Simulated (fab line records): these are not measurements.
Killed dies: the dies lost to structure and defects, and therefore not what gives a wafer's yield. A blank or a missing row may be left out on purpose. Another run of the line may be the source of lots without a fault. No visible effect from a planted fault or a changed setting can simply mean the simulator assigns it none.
A struck lot beside a sound one | flow rit cmos | 15 steps out of a route of 202
Sound: the wafers L608.1, L608.4, L608.6. Wafers L615.2, L615.4, L615.5 were the ones struck. At the end, the cause is stated.
Per side, at each step with rows, come the tool, then ch with its chambers, and then its first start. Under that, the readings that differ: sound wafers | struck wafers | difference of the means | sigmas: that difference in standard deviations of wafers without a fault.
alike: words and numbers the same on both sides, and readings whose means are apart by under 2 such deviations; not compared: readings that were withheld, readings missing a value for some wafer, numbers with overlapping values and no deviation given by the record, and bounds like >300 which may hide the same value.
A row with sigmas, a row that says differs or no value, or rows on one side alone: a step with any of these is where the two part. Non-overlapping numbers with no deviation appear without sigmas and do not part them. A reading missing from all wafers of one side parts the sides only when that side holds two or more wafers.

RIT_GATE_OVL_MEAS_17:
  sound: overlay-02 at day 2 13:09; struck: overlay-02 at day 4 00:19
  alike: GATE_OVL
then, 1 step without rows for these wafers: RIT_GATE_HARDBAKE_18 (time 60 s).
RIT_GATE_ETCH_19: etches poly-Si in SF6/CHF3/O2, stops on SiO2, time 165 s, target depth 312.5 nm.
  sound on rie si-01 ch 0,1,2, day 2 13:21; struck on rie si-02 ch 0,2, day 4 00:30
  alike: drypump motor current A, oes product au, throttle valve pct
  not compared: rf hours counter h
RIT_GATE_STRIP_20: strips in O2, time 180 s.
  sound on plasma asher-01 ch 0,1, day 2 13:28; struck on plasma asher-02 ch 0,1, day 4 00:37
  alike: drypump motor current A
  not compared: rf hours counter h
RIT_GATE_CD_MEAS_90 targets a cd of 150 nm.
  sound: cd sem-02 at day 2 13:38; struck: cd sem-02 at day 4 00:48
  reading    | sound             | struck            | difference | sigmas
  cd nm (nm) | 148.3 149.0 151.1 | 155.2 154.4 157.3 | +6.2       | +2
then, 4 steps without rows for these wafers: RIT_REOX_CLEAN_00 (cleans in SC1, time 600 s); RIT_REOX_CLEAN_01 (cleans in dHF, time 30 s); RIT_REOX_CLEAN_02 (cleans in SC2, time 600 s); RIT_REOX_OXIDATION_03 (target thk 25.2 nm, ox time 5580 s).
RIT_REOX_THK_MEAS_04:
  sound: film metro-01 at day 2 16:59; struck: film metro-02 at day 4 03:51
  reading             | sound          | struck         | difference | sigmas
  REOX_OXIDE_THK (nm) | 25.1 25.0 24.9 | 25.7 26.1 25.8 | +0.9       | +3
then, 2 steps without rows for these wafers: RIT_NLDD_HMDS_00 (prime time 60 s); RIT_NLDD_COAT_01 (resist thk 1000 nm).
RIT_NLDD_SOFTBAKE_02: time 60 s.
  sound on litho track-04 ch 0, day 2 17:20; struck on litho track-03 ch 0, day 4 04:13
  reading                  | sound             | struck            | difference | sigmas
  heater power total W (W) | 34.53 34.62 34.63 | 35.05 35.15 35.00 | +0.47      | +11
  run length s (s)         | 89.46 89.17 89.25 | 86.62 86.40 86.62 | -2.75      | -12
then, 1 step without rows for these wafers: RIT_NLDD_EXPOSE_03 (exposes mask M7, target cd 40700 nm).
RIT_M1_PROBE_99:
  sound: prober-02 at day 3 12:20; struck: prober-02 at day 4 21:38
  alike: killed_at_M0_to_M3, killed at contacts, killed at front end, killed dies, killed open, killed short

WHERE THEY PART
Last at RIT_NLDD_SOFTBAKE_02 as far as this record goes, first at RIT_GATE_CD_MEAS_90. Later steps at which nothing parts them and some readings are alike: RIT_M1_PROBE_99.

WHY: what had been put in by the simulator
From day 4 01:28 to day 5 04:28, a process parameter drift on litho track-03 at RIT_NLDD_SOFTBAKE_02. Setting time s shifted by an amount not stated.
